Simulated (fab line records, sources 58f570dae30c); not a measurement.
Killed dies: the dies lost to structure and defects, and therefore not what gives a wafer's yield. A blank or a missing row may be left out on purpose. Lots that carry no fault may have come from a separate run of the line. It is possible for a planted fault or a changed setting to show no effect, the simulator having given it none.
fab line records	flow berkeleyCmos170
record lots=5	wafers=23
route steps=331 shown V1@256 M2@272 V2@292
startH: hours from the record's opening day to when the first of the lot's shown wafers began	waitH: hours elapsed since this lot's preceding step	" as in the row above	L1.1+2: several wafers, shown together as one row	- value missing, or start not given	* or withheld: withheld	< > ~ a bound
route shown NAME@n: NAME is a module with steps in the file, n the number in the route of the first one	usual: the fault-free wafers' mean and standard deviation	same: alike in all rows	chamber/n: place in a boat	sites: readings site by site	_std_site: the standard deviation of these	_edge_site: the outer-site mean with the inner-site mean subtracted	radiusMm: for every site, how far away it sits from the centre of the wafer	mask NAME#n: copy n	behind: the most recent tool/chamber to have shaped the wafer	hold: why the lot was held/for how many hours/how that ended	device: names the non-switching transistor (n, p or np)	end of line: tests of these same wafers at the route's end	a step without rows: its recipe alone	killed: the dies lost at the first sort to structure and to defects; this is not the yield of the wafer	map: per-die view of a wafer (x killed, . not killed, _ where there is no die)
set.NAME: the setting as run; set.NAME@STEP: as run at that earlier step	model.NAME: the simulator's own value behind a step, which no gauge read
lots with deliberately changed settings; one table per step, one row per wafer
## steps
# step UCB170_V1_CMP_02
# recipe material=SiO2	downForcePsi=6	platenRpm=60	padVelocityMS=0.75398
lot.wafer	tool	chamber	startH	waitH	set.leaveAboveRefNm	model.SiO2_of_V1_CVD_00.thkNm
L075.4	cmp-01	3	199.03	0.0	1029	1029
L075.1	"	0	"	"	1029	1028
L075.2	"	2	"	"	1029	-
L075.6	"	3	"	"	1000	-
L075.5	"	0	"	"	1000	998.7
L076.4+2	cmp-01	1,0	214.19	0.0	1059	1059
L076.3	"	2	"	"	1000	-
L076.5	"	1	"	"	1000	1000
L076.6	"	2	"	"	1059	-
L077.1	cmp-02	2	214.26	0.1	1000	1001
L077.2	"	3	"	"	1000	997.8
L077.3+4	"	0,1	"	"	1000	-
L077.5	"	3	"	"	1000	998.4
L083.2	cmp-01	0	228.88	0.0	1000	998.4
L083.3	"	2	"	"	938.8	937.2
L083.4	"	3	"	"	938.8	938.2
L083.6	"	0	"	"	1000	998.2
L083.5	"	1	"	"	1000	997.4
L085.4	cmp-02	1	263.84	0.0	1000	998.5
L085.3	"	3	"	"	1000	998.2
L085.5	"	2	"	"	1000	999.6
# step UCB170_V1_THK_MEAS_04
# recipe reads=SiO2_of_V1_CVD_00
# usual V1_POLISHED_THK=998.9/1.2
lot.wafer	tool	chamber	startH	waitH	set.leaveAboveRefNm@V1_CMP_02	V1_POLISHED_THK[nm]
L075.1	filmMetro-01	-	199.45	0.1	1029	1027.6
L075.2	"	-	"	"	1029	1025.1
L075.4	"	-	"	"	1029	1028.5
L075.5	"	-	"	"	1000	998.4
L075.6	"	-	"	"	1000	998.5
L076.2	filmMetro-03	-	214.62	0.1	1059	1059.3
L076.3	"	-	"	"	1000	999.4
L076.4	"	-	"	"	1059	1059.0
L076.5	"	-	"	"	1000	1000.1
L076.6	"	-	"	"	1059	1057.6
L077.1	filmMetro-02	-	214.68	0.1	1000	1000.9
L077.2	"	-	"	"	1000	997.3
L077.3	"	-	"	"	1000	1000.3
L077.4	"	-	"	"	1000	1000.4
L077.5	"	-	"	"	1000	998.0
L083.2	filmMetro-03	-	229.31	0.1	1000	998.1
L083.3	"	-	"	"	938.8	937.2
L083.4	"	-	"	"	938.8	937.9
L083.5	"	-	"	"	1000	997.2
L083.6	"	-	"	"	1000	998.0
L085.3	filmMetro-01	-	264.28	0.1	1000	997.8
L085.4	"	-	"	"	1000	999.1
L085.5	"	-	"	"	1000	999.5
# step UCB170_V1_ETCH_14
# recipe chemistry=CHF3/CF4/Ar	target=SiO2	stopOn=Al	CHF3_flow_sccm=45	cf4FlowSccm=15	Ar_flow_sccm=150	pressureMtorr=200	rfW=700	targetDepthA=12500	overEtchFrac=0.25	timeS=291
lot.wafer	tool	chamber	startH	waitH	set.rfW	set.leaveAboveRefNm@V1_CMP_02	model.V1.featureDepthNm	model.etch.depthNm
L075.1	rieDiel-02	1	201.64	0.0	700	1029	1028	1028
L075.2	"	2	"	"	625.1	1029	1026	-
L075.4	"	2	"	"	700	1029	1029	1029
L075.5	"	1	"	"	625.1	1000	998.7	998.7
L075.6	"	2	"	"	625.1	1000	998.9	-
L076.2	rieDiel-01	3	217.31	0.0	700	1059	1059	1059
L076.3	"	0	"	"	700	1000	999.4	-
L076.4	"	2	"	"	700	1059	1060	1059
L076.5	"	1	"	"	700	1000	1000	-
L076.6	"	0	"	"	700	1059	1057	-
L077.1	rieDiel-02	3	217.58	0.0	700	1000	1001	1001
L077.2	"	2	"	"	700	1000	997.8	-
L077.3	"	1	"	"	700	1000	1000	-
L077.4	"	0	"	"	700	1000	1001	-
L077.5	"	3	"	"	700	1000	998.4	998.4
L083.2	rieDiel-02	1	230.65	0.0	655.7	1000	998.4	998.4
L083.3	"	2	"	"	700	938.8	937.2	937.2
L083.4	"	0	"	"	655.7	938.8	938.2	938.2
L083.5	"	3	"	"	655.7	1000	997.4	997.4
L083.6	"	0	"	"	700	1000	998.6	998.2
L085.3	rieDiel-01	2	266.37	0.0	700	1000	998.7	998.2
L085.4	"	0	"	"	700	1000	998.5	998.5
L085.5	"	2	"	"	700	1000	1000	999.6
# step UCB170_V1_STRIP_15
# recipe chemistry=O2	powerW=400	pressureMtorr=3500	platenTempC=withheld	o2FlowSccm=400	overashFraction=0.5
# usual stripTimeToEndpointS=15.28/0.11
lot.wafer	tool	chamber	startH	waitH	set.rfW@V1_ETCH_14	stripTimeToEndpointS
L075.1	plasmaAsher-04	0	201.91	0.2	700	15.30
L075.2	"	1	"	"	625.1	15.72
L075.4	"	1	"	"	700	15.27
L075.5	"	1	"	"	625.1	15.72
L075.6	"	0	"	"	625.1	15.71
L076.2	plasmaAsher-03	0	217.49	0.1	700	15.11
L076.3	"	1	"	"	700	15.29
L076.4	"	0	"	"	700	15.24
L076.5	"	0	"	"	700	15.33
L076.6	"	1	"	"	700	15.26
L077.1	plasmaAsher-04	1	217.76	0.1	700	15.25
L077.2	"	0	"	"	700	15.20
L077.3	"	1	"	"	700	15.23
L077.4	"	0	"	"	700	15.17
L077.5	"	0	"	"	700	15.25
L083.2	plasmaAsher-04	0	230.83	0.1	655.7	15.45
L083.3	"	0	"	"	700	15.39
L083.4	"	1	"	"	655.7	15.38
L083.5	"	0	"	"	655.7	15.56
L083.6	"	1	"	"	700	15.26
L085.3	plasmaAsher-03	0	266.59	0.1	700	15.23
L085.4	"	1	"	"	700	15.25
L085.5	"	1	"	"	700	15.16
# step UCB170_M2_SPUTTER_01
# recipe material=Al	targetThkNm=900	timeS=120	powerW=6000	chamberPressurePa=0.5
lot.wafer	tool	chamber	startH	waitH	set.timeS	model.Al_of_M2_SPUTTER_01.thkNm
L075.1	pvdSputter-01	-	202.19	0.0	120	905.4
L075.2	"	-	"	"	126.1	942.9
L075.4	"	-	"	"	126.1	963
L075.5	"	-	"	"	120	892.8
L075.6	"	-	"	"	126.1	945.7
L076.2	pvdSputter-01	-	217.77	0.0	120	909.7
L076.3	"	-	"	"	104.2	785.2
L076.4	"	-	"	"	120	906.3
L076.5	"	-	"	"	120	906.7
L076.6	"	-	"	"	104.2	785.8
L077.1	pvdSputter-02	-	218.05	0.0	120	898.5
L077.2	"	-	"	"	120	899.3
L077.3	"	-	"	"	106.6	791.5
L077.4	"	-	"	"	106.6	797.3
L077.5	"	-	"	"	120	896.1
L083.2	pvdSputter-02	-	231.12	0.0	120	880.3
L083.3	"	-	"	"	120	890.7
L083.4	"	-	"	"	120	885.4
L083.5	"	-	"	"	120	880.6
L083.6	"	-	"	"	120	880.1
L085.3	pvdSputter-01	-	266.84	0.0	120	884.2
L085.4	"	-	"	"	120	894.5
L085.5	"	-	"	"	120	894.2
# step UCB170_M2_RS_MEAS_02
# recipe thkMeasGauge=four-point-probe	reads=Al_of_M2_SPUTTER_01
# usual M2_AL_RS=0.0323/0.00032
lot.wafer	tool	chamber	startH	waitH	set.timeS@M2_SPUTTER_01	M2_AL_RS[ohm/sq]
L075.1	filmMetro-03	-	202.28	0.0	120	0.0319
L075.2	"	-	"	"	126.1	0.0307
L075.4	"	-	"	"	126.1	0.0300
L075.5	"	-	"	"	120	0.0325
L075.6	"	-	"	"	126.1	0.0306
L076.2	filmMetro-01	-	217.88	0.1	120	0.0318
L076.3	"	-	"	"	104.2	0.0369
L076.4	"	-	"	"	120	0.0319
L076.5	"	-	"	"	120	0.0319
L076.6	"	-	"	"	104.2	0.0369
L077.1	filmMetro-03	-	218.13	0.0	120	0.0322
L077.2	"	-	"	"	120	0.0321
L077.3	"	-	"	"	106.6	0.0367
L077.4	"	-	"	"	106.6	0.0363
L077.5	"	-	"	"	120	0.0323
L083.2	filmMetro-03	-	231.22	0.1	120	0.0329
L083.3	"	-	"	"	120	0.0325
L083.4	"	-	"	"	120	0.0327
L083.5	"	-	"	"	120	0.0328
L083.6	"	-	"	"	120	0.0329
L085.3	filmMetro-04	-	266.96	0.1	120	0.0328
L085.4	"	-	"	"	120	0.0323
L085.5	"	-	"	"	120	0.0323
# step UCB170_M2_THK_MEAS_03
# recipe thkMeasGauge=xrf	reads=Al_of_M2_SPUTTER_01
# usual M2_AL_THK=869/9.9
lot.wafer	tool	chamber	startH	waitH	set.timeS@M2_SPUTTER_01	M2_AL_THK[nm]
L075.1	filmMetro-03	-	202.40	0.1	120	874
L075.2	"	-	"	"	126.1	910
L075.4	"	-	"	"	126.1	932
L075.5	"	-	"	"	120	863
L075.6	"	-	"	"	126.1	912
L076.2	filmMetro-01	-	217.99	0.1	120	891
L076.3	"	-	"	"	104.2	764
L076.4	"	-	"	"	120	884
L076.5	"	-	"	"	120	887
L076.6	"	-	"	"	104.2	767
L077.1	filmMetro-03	-	218.25	0.1	120	872
L077.2	"	-	"	"	120	874
L077.3	"	-	"	"	106.6	768
L077.4	"	-	"	"	106.6	772
L077.5	"	-	"	"	120	868
L083.2	filmMetro-03	-	231.33	0.1	120	856
L083.3	"	-	"	"	120	865
L083.4	"	-	"	"	120	859
L083.5	"	-	"	"	120	854
L083.6	"	-	"	"	120	853
L085.3	filmMetro-04	-	267.06	0.1	120	850
L085.4	"	-	"	"	120	872
L085.5	"	-	"	"	120	859
# step UCB170_M2_PEB_13
# recipe pebTempC=130	pebTimeS=withheld	resist=KrF
lot.wafer	tool	chamber	startH	waitH	set.pebTempC
L075.1+2+4+5+6	lithoTrack-01	0	204.34	0.1	130
L076.2+3+4	lithoTrack-03	0	219.55	0.1	130
L076.5+6	"	0	"	"	131.1
L077.1+3	lithoTrack-03	0	219.83	0.1	130
L077.2+4+5	"	0	"	"	131.6
L083.2+3+6	lithoTrack-01	0	232.82	0.1	126.2
L083.4+5	"	0	"	"	130
L085.3+4+5	lithoTrack-04	0	269.02	0.1	130
# step UCB170_M2_DEVELOP_14
# recipe developer=TMAH	developTimeS=45	resist=KrF	devTempC=21
# step UCB170_M2_CD_MEAS_15
# recipe targetCdNm=700
# usual cdNm=700.4/1.1
lot.wafer	tool	chamber	startH	waitH	set.pebTempC@M2_PEB_13	cdNm
L075.1	cdSem-01	-	204.61	-	130	701.4
L075.2	"	-	"	"	130	700.7
L075.4	"	-	"	"	130	700.3
L075.5	"	-	"	"	130	700.7
L075.6	"	-	"	"	130	699.1
L076.2	cdSem-01	-	219.82	-	130	700.5
L076.3	"	-	"	"	130	698.9
L076.4	"	-	"	"	130	698.5
L076.5	"	-	"	"	131.1	692.0
L076.6	"	-	"	"	131.1	694.0
L077.1	cdSem-01	-	220.11	-	130	700.7
L077.2	"	-	"	"	131.6	690.4
L077.3	"	-	"	"	130	701.5
L077.4	"	-	"	"	131.6	692.3
L077.5	"	-	"	"	131.6	691.7
L083.2	cdSem-01	-	233.09	-	126.2	728.0
L083.3	"	-	"	"	126.2	729.7
L083.4	"	-	"	"	130	700.7
L083.5	"	-	"	"	130	699.2
L083.6	"	-	"	"	126.2	728.8
L085.3	cdSem-02	-	269.28	-	130	699.4
L085.4	"	-	"	"	130	701.2
L085.5	"	-	"	"	130	700.5
# step UCB170_M2_ETCH_17
# recipe chemistry=N2/H2	targetDepthA=withheld	overetchA=withheld	target=BARC	timeS=withheld	sourceW=500	biasW=100	pressureMtorr=30	n2FlowSccm=100	h2FlowSccm=200
lot.wafer	tool	chamber	startH	waitH	set.pebTempC@M2_PEB_13	model.M2.cdNm
L075.1	rieDiel-04	2	204.77	0.0	130	702.2
L075.2	"	0	"	"	130	701.7
L075.4	"	1	"	"	130	700.2
L075.5	"	2	"	"	130	701.6
L075.6	"	1	"	"	130	699
L076.2	rieDiel-02	3	219.96	0.0	130	700.2
L076.3+4	"	1,0	"	"	130	699.5
L076.5	"	1	"	"	131.1	692.4
L076.6	"	2	"	"	131.1	693.7
L077.1	rieDiel-04	1	220.27	0.0	130	699.9
L077.2	"	2	"	"	131.6	690.4
L077.3	"	3	"	"	130	701.8
L077.4	"	0	"	"	131.6	691.8
L077.5	"	2	"	"	131.6	-
L083.2+6	rieDiel-04	0,1	233.23	0.0	126.2	728.7
L083.3	"	2	"	"	126.2	729.7
L083.4	"	1	"	"	130	700.4
L083.5	"	0	"	"	130	699.3
L085.3	rieDiel-03	3	269.40	0.0	130	700.1
L085.4+5	"	0	"	"	130	701.4
# step UCB170_M2_METAL_ETCH_18
# recipe chemistry=Cl2/BCl3	target=Al	stopOn=SiO2	pressureMtorr=12	targetDepthA=11700	overEtchFrac=0.3	timeS=195	icpW=600	biasW=120	Cl2_flow_sccm=90	bcl3FlowSccm=45
# usual oesProductAu=0.838/0.012
lot.wafer	tool	chamber	startH	waitH	set.leaveAboveRefNm@V1_CMP_02	set.timeS@M2_SPUTTER_01	set.pebTempC@M2_PEB_13	oesProductAu	model.SiO2_of_V1_CVD_00.thkNm	model.M2.cdNm
L075.1	rieMetal-04	1	204.81	-	1029	120	130	0.824	967.5	701.5
L075.2	"	0	"	"	1029	126.1	130	0.859	-	704.5
L075.4	"	0	"	"	1029	126.1	130	0.867	967	700
L075.5	"	0	"	"	1000	120	130	0.835	937.3	705.4
L075.6	"	1	"	"	1000	126.1	130	0.850	-	700
L076.2	rieMetal-01	1	220.00	-	1059	120	130	0.849	997.8	703.7
L076.3	"	0	"	"	1000	104.2	130	0.785	-	693.5
L076.4	"	1	"	"	1059	120	130	0.842	997.7	701.3
L076.5	"	0	"	"	1000	120	131.1	0.841	935.1	689
L076.6	"	1	"	"	1059	104.2	131.1	0.779	-	694.8
L077.1	rieMetal-03	1	220.31	-	1000	120	130	0.859	938.5	697.2
L077.2	"	0	"	"	1000	120	131.6	0.844	932.9	688.6
L077.3	"	0	"	"	1000	106.6	130	0.797	-	701.2
L077.4	"	1	"	"	1000	106.6	131.6	0.807	-	688.1
L077.5	"	1	"	"	1000	120	131.6	0.863	936.6	690.2
L083.2	rieMetal-04	0	233.27	-	1000	120	126.2	0.826	937.5	729.8
L083.3	"	1	"	"	938.8	120	126.2	0.821	878	732.4
L083.4	"	0	"	"	938.8	120	130	0.828	876.6	700.4
L083.5	"	1	"	"	1000	120	130	0.817	937.5	699.6
L083.6	"	0	"	"	1000	120	126.2	0.828	937	728.5
L085.3	rieMetal-01	1	269.50	-	1000	120	130	0.827	937.3	698.6
L085.4	"	0	"	"	1000	120	130	0.845	933.4	697.2
L085.5	"	0	"	"	1000	120	130	0.842	935	696.8
# step UCB170_M2_STRIP_19
# recipe chemistry=O2	powerW=400	pressureMtorr=3500	platenTempC=withheld	o2FlowSccm=400	overashFraction=0.5
# step UCB170_M2_CD_MEAS_90
# recipe targetCdNm=700
# usual cdNm=699.5/2.8
lot.wafer	tool	chamber	startH	waitH	set.pebTempC@M2_PEB_13	cdNm
L075.1	cdSem-02	-	205.10	0.1	130	701.1
L075.2	"	-	"	"	130	704.4
L075.4	"	-	"	"	130	699.9
L075.5	"	-	"	"	130	705.8
L075.6	"	-	"	"	130	699.6
L076.2	cdSem-02	-	220.31	0.1	130	703.5
L076.3	"	-	"	"	130	693.5
L076.4	"	-	"	"	130	701.1
L076.5	"	-	"	"	131.1	689.0
L076.6	"	-	"	"	131.1	694.7
L077.1	cdSem-02	-	220.60	0.1	130	697.2
L077.2	"	-	"	"	131.6	688.7
L077.3	"	-	"	"	130	700.9
L077.4	"	-	"	"	131.6	688.1
L077.5	"	-	"	"	131.6	690.3
L083.2	cdSem-02	-	233.58	0.1	126.2	729.8
L083.3	"	-	"	"	126.2	732.1
L083.4	"	-	"	"	130	700.3
L083.5	"	-	"	"	130	699.5
L083.6	"	-	"	"	126.2	728.4
L085.3	cdSem-02	-	269.77	0.1	130	698.4
L085.4	"	-	"	"	130	697.1
L085.5	"	-	"	"	130	696.8
# step UCB170_V2_CVD_00
# recipe material=SiO2	targetThkNm=2000	tempC=390	precursor=TEOS/O2	timeS=250	rfW=550	pressureMtorr=9000
lot.wafer	tool	chamber	startH	waitH	set.timeS	model.SiO2_of_V2_CVD_00.thkNm
L075.1	pecvd-01	0	205.22	0.1	250	1987
L075.2	"	2	"	"	250	1974
L075.4	"	2	"	"	222.4	1801
L075.5	"	0	"	"	222.4	1810
L075.6	"	1	"	"	250	2054
L076.2	pecvd-02	1	220.41	0.1	283.1	2245
L076.3+5	"	2,1	"	"	250	-
L076.4	"	0	"	"	283.1	2294
L076.6	"	2	"	"	250	2031
L077.1	pecvd-01	1	220.72	0.1	236.2	1922
L077.2+3	"	2,0	"	"	236.2	-
L077.4	"	1	"	"	250	-
L077.5	"	0	"	"	250	2028
L083.2	pecvd-03	0	233.68	0.1	220.7	1746
L083.3	"	1	"	"	250	1967
L083.4	"	0	"	"	250	2024
L083.5	"	2	"	"	220.7	1753
L083.6	"	1	"	"	250	2021
L085.3	pecvd-01	1	269.85	0.1	250	2037
L085.4	"	1	"	"	250	2053
L085.5	"	0	"	"	250	2012
# step UCB170_V2_THK_MEAS_01
# recipe reads=SiO2_of_V2_CVD_00
# usual V2_TEOS_THK=2006/23
lot.wafer	tool	chamber	startH	waitH	set.timeS@V2_CVD_00	V2_TEOS_THK[nm]
L075.1	filmMetro-02	-	205.37	0.1	250	1987
L075.2	"	-	"	"	250	1973
L075.4	"	-	"	"	222.4	1802
L075.5	"	-	"	"	222.4	1810
L075.6	"	-	"	"	250	2053
L076.2	filmMetro-03	-	220.58	0.1	283.1	2245
L076.3	"	-	"	"	250	1998
L076.4	"	-	"	"	283.1	2295
L076.5	"	-	"	"	250	2019
L076.6	"	-	"	"	250	2033
L077.1	filmMetro-04	-	220.87	0.1	236.2	1923
L077.2	"	-	"	"	236.2	1850
L077.3	"	-	"	"	236.2	1872
L077.4	"	-	"	"	250	2049
L077.5	"	-	"	"	250	2028
L083.2	filmMetro-03	-	233.85	0.1	220.7	1746
L083.3	"	-	"	"	250	1969
L083.4	"	-	"	"	250	2023
L083.5	"	-	"	"	220.7	1754
L083.6	"	-	"	"	250	2021
L085.3	filmMetro-03	-	270.02	0.1	250	2035
L085.4	"	-	"	"	250	2052
L085.5	"	-	"	"	250	2013
## key
split step=UCB170_V1_CMP_02	setting=leaveAboveRefNm	stated=1000	by=wafer
response step=UCB170_V1_CMP_02	reading=model.SiO2_of_V1_CVD_00.thkNm	change=+9.91	per=1%	r=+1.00
response step=UCB170_V1_THK_MEAS_04	reading=V1_POLISHED_THK	change=+9.9	per=1%	r=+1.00
response step=UCB170_V1_ETCH_14	reading=model.V1.featureDepthNm	change=+9.93	per=1%	r=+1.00
response step=UCB170_V1_ETCH_14	reading=model.etch.depthNm	change=+9.89	per=1%	r=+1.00
response step=UCB170_M2_METAL_ETCH_18	reading=model.SiO2_of_V1_CVD_00.thkNm	change=+10.1	per=1%	r=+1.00
split step=UCB170_V1_ETCH_14	setting=rfW	stated=700	by=wafer
response step=UCB170_V1_STRIP_15	reading=stripTimeToEndpointS	change=*	per=1%	r=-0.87
split step=UCB170_M2_SPUTTER_01	setting=timeS	stated=120	by=wafer
response step=UCB170_M2_SPUTTER_01	reading=model.Al_of_M2_SPUTTER_01.thkNm	change=+9.34	per=1%	r=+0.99
response step=UCB170_M2_RS_MEAS_02	reading=M2_AL_RS	change=-0.00038	per=1%	r=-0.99
response step=UCB170_M2_THK_MEAS_03	reading=M2_AL_THK	change=+9.23	per=1%	r=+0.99
response step=UCB170_M2_METAL_ETCH_18	reading=oesProductAu	change=+0.00478	per=1%	r=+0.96
split step=UCB170_M2_PEB_13	setting=pebTempC	stated=130	by=wafer
response step=UCB170_M2_CD_MEAS_15	reading=cdNm	change=-9.42	per=1%	r=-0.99
response step=UCB170_M2_ETCH_17	reading=model.M2.cdNm	change=-9.58	per=1%	r=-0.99
response step=UCB170_M2_METAL_ETCH_18	reading=model.M2.cdNm	change=-9.97	per=1%	r=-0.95
response step=UCB170_M2_CD_MEAS_90	reading=cdNm	change=-9.93	per=1%	r=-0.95
split step=UCB170_V2_CVD_00	setting=timeS	stated=250	by=wafer
response step=UCB170_V2_CVD_00	reading=model.SiO2_of_V2_CVD_00.thkNm	change=+19.4	per=1%	r=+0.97
response step=UCB170_V2_THK_MEAS_01	reading=V2_TEOS_THK	change=+20.2	per=1%	r=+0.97
